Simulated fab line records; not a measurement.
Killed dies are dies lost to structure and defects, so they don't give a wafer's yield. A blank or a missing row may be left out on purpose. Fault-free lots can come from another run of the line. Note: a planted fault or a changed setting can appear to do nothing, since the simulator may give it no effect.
fab line records	flow berkeley_cmos170
[record] lots = 12	wafers = 36	last_day = 12
route steps=331 shown WELLDRIVE@57 NVT@112 FIELD@126 GATE@136
lots that met no fault: taken from a fault-free run of the same line
start_h: the number of hours between the record's first day and the start of the first shown wafer of the lot	wait_h: hours from the lot's prior step to this one	" repeats the value in the row above	L1.1+2: a single row standing in for several wafers	- value missing, or start not given	* or withheld: withheld	< > ~ a bound
route shown NAME@n: names a module that has steps shown in the file, with the first one's number in the route	usual: mean and standard deviation over wafers with no fault	same: alike in all rows	chamber/n: place in a boat	sites: readings site by site	_std_site: how widely they spread, as a standard deviation	_edge_site: the outer-site mean with the inner-site mean subtracted	radius_mm: how far each site lies from the wafer's centre	mask NAME#n: copy n	behind: the tool/chamber that last shaped the wafer	hold: why the lot was held/for how many hours/how that ended	device: which transistor (n, p or np) failed to switch	end of line: the route-end tests of the same wafers	a step with no rows: only its recipe	killed: dies that structure and defects cost at the first sort, which is not the same as the wafer's yield	map: a wafer's dies, x killed, . not, _ none there
set.NAME: the setting that was run; set.NAME@STEP: the one run at that earlier step	model.NAME: the simulator's own value behind a step, which no gauge read
a sample of lots followed through the steps of the route, with each step as a table and each wafer as a row
services: from which hour (start_h, from the record's first day; less than 0 if before it) a tool's chamber was out of use, for how many hours, and why
[[steps]]
[step UCB170_WELLDRIVE_THK_MEAS_02]
[recipe] reads = SiO2_of_WELLDRIVE_OXIDATION_01
[usual] WELLDRIVE_OXIDE_THK = 199/3.5
lot.wafer	tool	chamber	start_h	wait_h	WELLDRIVE_OXIDE_THK[nm]
L408.2	film_metro-01	-	76.73	0.0	203
L408.4	"	-	"	"	204
L408.6	"	-	"	"	204
L409.2	film_metro-03	-	76.73	0.0	201
L409.3	"	-	"	"	200
L409.4	"	-	"	"	203
L411.1	film_metro-03	-	85.66	0.0	194
L411.3	"	-	"	"	193
L411.5	"	-	"	"	194
L410.2	film_metro-02	-	85.66	0.0	193
L410.4	"	-	"	"	195
L410.6	"	-	"	"	196
L412.3	film_metro-01	-	85.67	0.0	198
L412.5	"	-	"	"	199
L412.6	"	-	"	"	200
L414.2	film_metro-01	-	102.03	0.0	200
L414.5	"	-	"	"	200
L414.6	"	-	"	"	201
L421.1	film_metro-01	-	129.68	0.0	207
L421.2	"	-	"	"	205
L421.4	"	-	"	"	208
L423.1	film_metro-02	-	133.67	0.0	198
L423.3	"	-	"	"	200
L423.5	"	-	"	"	201
L424.1	film_metro-02	-	139.96	0.0	204
L424.4	"	-	"	"	203
L424.5	"	-	"	"	200
L426.1	film_metro-02	-	156.44	0.1	196
L426.4	"	-	"	"	198
L426.5	"	-	"	"	196
L425.3	film_metro-02	-	156.58	0.2	194
L425.4	"	-	"	"	193
L425.5	"	-	"	"	192
L431.1	film_metro-03	-	170.88	0.0	202
L431.4	"	-	"	"	201
L431.6	"	-	"	"	200
[step UCB170_NVT_STRIP_08]
[recipe] chemistry = O2	power_w = 400	pressure_mtorr = 3500	platen_temp_c = withheld	o2_flow_sccm = 400	overash_fraction = 0.5
[usual] drypump_motor_current_A = 5.7/0.62	oes_product_au = 0.734/0.0046	strip_time_to_endpoint_s = 21.61/0.061
lot.wafer	tool	chamber	start_h	wait_h	drypump_motor_current_A	oes_product_au	rf_hours_counter_h	strip_time_to_endpoint_s
L412.3	plasma_asher-02	1	128.77	0.1	5.8	0.732	-	21.67
L412.5	"	1	"	"	5.8	0.732	-	21.67
L412.6	"	0	"	"	5.1	0.734	-	21.66
L408.2	plasma_asher-04	1	128.99	0.1	6.1	0.728	1	21.67
L408.4	"	1	"	"	6.1	0.742	-	21.59
L408.6	"	0	"	"	6.7	0.741	-	21.58
L410.2	plasma_asher-01	1	129.08	0.1	5.5	0.737	33	21.64
L410.4	"	1	"	"	5.5	0.734	-	21.67
L410.6	"	1	"	"	5.5	0.744	-	21.69
L409.2	plasma_asher-04	0	129.26	0.1	6.7	0.742	1	21.65
L409.3	"	1	"	"	6.0	0.735	-	21.69
L409.4	"	0	"	"	6.7	0.735	-	21.66
L411.1	plasma_asher-02	0	129.36	0.1	5.1	0.728	41	21.48
L411.3	"	0	"	"	5.1	0.737	-	21.53
L411.5	"	0	"	"	5.1	0.743	-	21.49
L414.2	plasma_asher-01	0	154.51	0.1	4.8	0.740	37	21.58
L414.5	"	0	"	"	4.7	0.730	-	21.55
L414.6	"	1	"	"	5.5	0.726	-	21.62
L421.1	plasma_asher-01	1	185.42	0.1	5.4	0.741	41	21.58
L421.2	"	0	"	"	4.8	0.733	41	21.58
L421.4	"	0	"	"	4.8	0.740	-	21.53
L423.1	plasma_asher-04	0	185.70	0.1	6.6	0.736	8	21.55
L423.3	"	0	"	"	6.7	0.742	-	21.54
L423.5	"	1	"	"	6.0	0.730	-	21.54
L424.1	plasma_asher-02	1	193.42	0.1	5.8	0.739	49	21.63
L424.4	"	0	"	"	5.1	0.736	-	21.57
L424.5	"	0	"	"	5.1	0.727	-	21.58
L425.3	plasma_asher-02	0	212.93	0.1	5.1	0.736	-	21.56
L425.4	"	1	"	"	5.8	0.738	-	21.55
L425.5	"	1	"	"	5.8	0.741	-	21.62
L426.1	plasma_asher-04	0	212.96	0.1	6.7	0.730	12	21.46
L426.4	"	1	"	"	6.0	0.739	-	21.45
L426.5	"	0	"	"	6.7	0.736	-	21.45
L431.1	plasma_asher-01	1	233.87	0.1	5.5	0.732	46	21.75
L431.4	"	0	"	"	4.8	0.738	-	21.68
L431.6	"	0	"	"	4.8	0.733	-	21.74
[step UCB170_FIELD_THK_MEAS_91]
[recipe] reads = SiO2_of_FIELD_OXIDATION_01
[usual] FIELD_OXIDE_LEFT_2_THK = 352/10
lot.wafer	tool	chamber	start_h	wait_h	FIELD_OXIDE_LEFT_2_THK[nm]
L412.3	film_metro-04	-	132.19	0.0	369
L412.5	"	-	"	"	370
L412.6	"	-	"	"	371
L408.2	film_metro-01	-	132.42	0.0	361
L408.4	"	-	"	"	364
L408.6	"	-	"	"	361
L409.2	film_metro-04	-	132.74	0.0	354
L409.3	"	-	"	"	373
L409.4	"	-	"	"	368
L410.2	film_metro-04	-	132.81	0.0	358
L410.4	"	-	"	"	364
L410.6	"	-	"	"	360
L411.1	film_metro-02	-	133.00	0.0	368
L411.3	"	-	"	"	366
L411.5	"	-	"	"	356
L414.2	film_metro-02	-	158.31	0.0	342
L414.5	"	-	"	"	349
L414.6	"	-	"	"	346
L421.1	film_metro-01	-	190.46	0.0	340
L421.2	"	-	"	"	330
L421.4	"	-	"	"	327
L423.1	film_metro-01	-	190.87	0.0	352
L423.3	"	-	"	"	349
L423.5	"	-	"	"	352
L424.1	film_metro-01	-	195.37	0.0	349
L424.4	"	-	"	"	352
L424.5	"	-	"	"	358
L426.1	film_metro-01	-	215.02	0.0	347
L426.4	"	-	"	"	347
L426.5	"	-	"	"	337
L425.3	film_metro-02	-	215.27	0.0	360
L425.4	"	-	"	"	363
L425.5	"	-	"	"	357
L431.1	film_metro-04	-	235.61	0.0	365
L431.4	"	-	"	"	364
L431.6	"	-	"	"	356
[step UCB170_GATE_PEB_10]
[recipe] peb_temp_c = 130	peb_time_s = withheld	resist = KrF
[usual] heater_power_total_W = 56.80/0.043	plate_temp_C = 130.00/0.14
lot.wafer	tool	chamber	start_h	wait_h	heater_power_total_W	plate_temp_C
L412.3	litho_track-04	0	144.32	0.7	56.81	129.87
L412.5	"	0	"	"	56.83	130.04
L412.6	"	0	"	"	56.76	130.16
L408.2	litho_track-02	0	144.41	0.6	56.89	130.01
L408.4	"	0	"	"	56.77	129.99
L408.6	"	0	"	"	56.79	129.70
L409.2	litho_track-04	0	144.57	0.5	56.80	129.93
L409.3	"	0	"	"	56.75	129.97
L409.4	"	0	"	"	56.88	130.00
L411.1	litho_track-02	0	144.66	0.4	56.81	129.90
L411.3	"	0	"	"	56.91	130.02
L411.5	"	0	"	"	56.81	129.88
L410.2	litho_track-03	0	144.66	0.5	56.73	129.82
L410.4	"	0	"	"	56.82	129.90
L410.6	"	0	"	"	56.77	130.14
L414.2	litho_track-03	0	168.49	0.1	56.72	130.00
L414.5	"	0	"	"	56.86	129.89
L414.6	"	0	"	"	56.86	129.93
L423.1	litho_track-03	0	206.03	0.4	57.52	131.01
L423.3	"	0	"	"	57.52	131.05
L423.5	"	0	"	"	57.52	131.35
L421.1	litho_track-03	0	206.31	0.1	57.56	131.28
L421.2	"	0	"	"	57.61	131.29
L421.4	"	0	"	"	57.50	131.10
L424.1	litho_track-03	0	211.65	0.3	57.55	131.30
L424.4	"	0	"	"	57.53	131.50
L424.5	"	0	"	"	57.52	131.22
L425.3	litho_track-02	0	230.73	0.1	56.80	130.09
L425.4	"	0	"	"	56.84	130.15
L425.5	"	0	"	"	56.83	130.09
L426.1	litho_track-04	0	230.91	0.1	56.75	129.79
L426.4	"	0	"	"	56.82	129.91
L426.5	"	0	"	"	56.80	129.88
L431.1	litho_track-04	0	252.10	0.1	56.88	130.17
L431.4	"	0	"	"	56.81	129.92
L431.6	"	0	"	"	56.81	129.92
[step UCB170_GATE_CD_MEAS_12]
[recipe] target_cd_nm = 350
[usual] cd_nm = 350.4/1.3
lot.wafer	tool	chamber	start_h	wait_h	hold	cd_nm
L412.3	cd_sem-02	-	144.58	-	-	350.3
L412.5	"	-	"	"	-	350.2
L412.6	"	-	"	"	-	351.1
L408.2	cd_sem-01	-	144.68	-	-	349.7
L408.4	"	-	"	"	-	350.0
L408.6	"	-	"	"	-	349.8
L409.2	cd_sem-01	-	144.84	-	-	350.7
L409.3	"	-	"	"	-	349.8
L409.4	"	-	"	"	-	349.8
L410.2	cd_sem-01	-	144.96	-	-	351.6
L410.4	"	-	"	"	-	351.2
L410.6	"	-	"	"	-	352.1
L411.1	cd_sem-02	-	145.01	-	-	348.3
L411.3	"	-	"	"	-	349.0
L411.5	"	-	"	"	-	348.4
L414.2	cd_sem-01	-	168.76	-	-	350.4
L414.5	"	-	"	"	-	351.3
L414.6	"	-	"	"	-	350.3
L423.1	cd_sem-01	-	206.31	-	await_dispo/0.2h/release	344.0
L423.3	"	-	"	"	await_dispo/0.2h/release	343.6
L423.5	"	-	"	"	await_dispo/0.2h/release	343.0
L423.1	cd_sem-01	-	206.70	0.4	-	343.5
L423.3	"	-	"	"	-	343.5
L423.5	"	-	"	"	-	342.9
L421.1	cd_sem-01	-	206.58	-	await_dispo/0.2h/release	342.2
L421.2	"	-	"	"	await_dispo/0.2h/release	341.4
L421.4	"	-	"	"	await_dispo/0.2h/release	342.6
L421.1	cd_sem-01	-	206.94	0.3	-	341.9
L421.2	"	-	"	"	-	341.8
L421.4	"	-	"	"	-	342.9
L424.1	cd_sem-02	-	211.92	-	-	348.4
L424.4	"	-	"	"	-	346.4
L424.5	"	-	"	"	-	347.5
L425.3	cd_sem-01	-	230.99	-	-	348.9
L425.4	"	-	"	"	-	350.1
L425.5	"	-	"	"	-	350.3
L426.1	cd_sem-01	-	231.19	-	-	351.2
L426.4	"	-	"	"	-	351.8
L426.5	"	-	"	"	-	351.5
L431.1	cd_sem-02	-	252.37	-	-	351.9
L431.4	"	-	"	"	-	350.9
L431.6	"	-	"	"	-	352.2
[[services]]
tool	chamber	start_h	hours	kind
plasma_asher-04	-	108.75	9.0	pm
plasma_asher-04	0	108.75	9.0	vent_cycle
plasma_asher-04	1	108.75	9.0	vent_cycle
plasma_asher-04	0	117.75	-	clean
plasma_asher-04	1	117.75	-	clean
plasma_asher-04	-	140.02	2.8	pm
plasma_asher-01	-	157.65	0.6	repair
plasma_asher-02	-	158.13	6.6	pm
[[key]]
[first_sign] step = UCB170_GATE_PEB_10	reading = heater_power_total_W	direction = up	sigmas = 17	usual = 56.80	struck = 57.54
[effect] step = UCB170_GATE_PEB_10	reading = plate_temp_C	direction = up	sigmas = 8.7	usual = *	struck = *
[effect] step = UCB170_GATE_CD_MEAS_12	reading = visit	direction = added	through = control_loop
met_at UCB170_GATE_PEB_10
struck_lots L421,L423,L424
rows_end L421.1,L421.2,L421.4
tester_left_out L423,L424
[loop_trim] step = UCB170_GATE_EXPOSE_09	setting = dose	lots = L424
not_acting_at UCB170_WELLDRIVE_THK_MEAS_02,UCB170_NVT_STRIP_08,UCB170_FIELD_THK_MEAS_91
onset_between 168.49 206.03
[fault] kind = process_parameter_drift	tool = litho_track-03	chamber = -	onset_h = 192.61	steps = UCB170_GATE_PEB_10	channel = peb_temp_c	offset = *	shape = step	end_h = 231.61	acts_in = *	stated = *
// tester_left_out: of these lots the tester's yield and bins aren't shown, on N5 and GAA mostly nor the transistor test; their killed dies are dies lost to structure and defects alone, not to doping, threshold or leakage, so they don't give the yield
// rows_end: these wafers met a further fault down the route, and their rows from its step on are left out
// loop_trim: a control loop set the setting to another value than it would have without faults
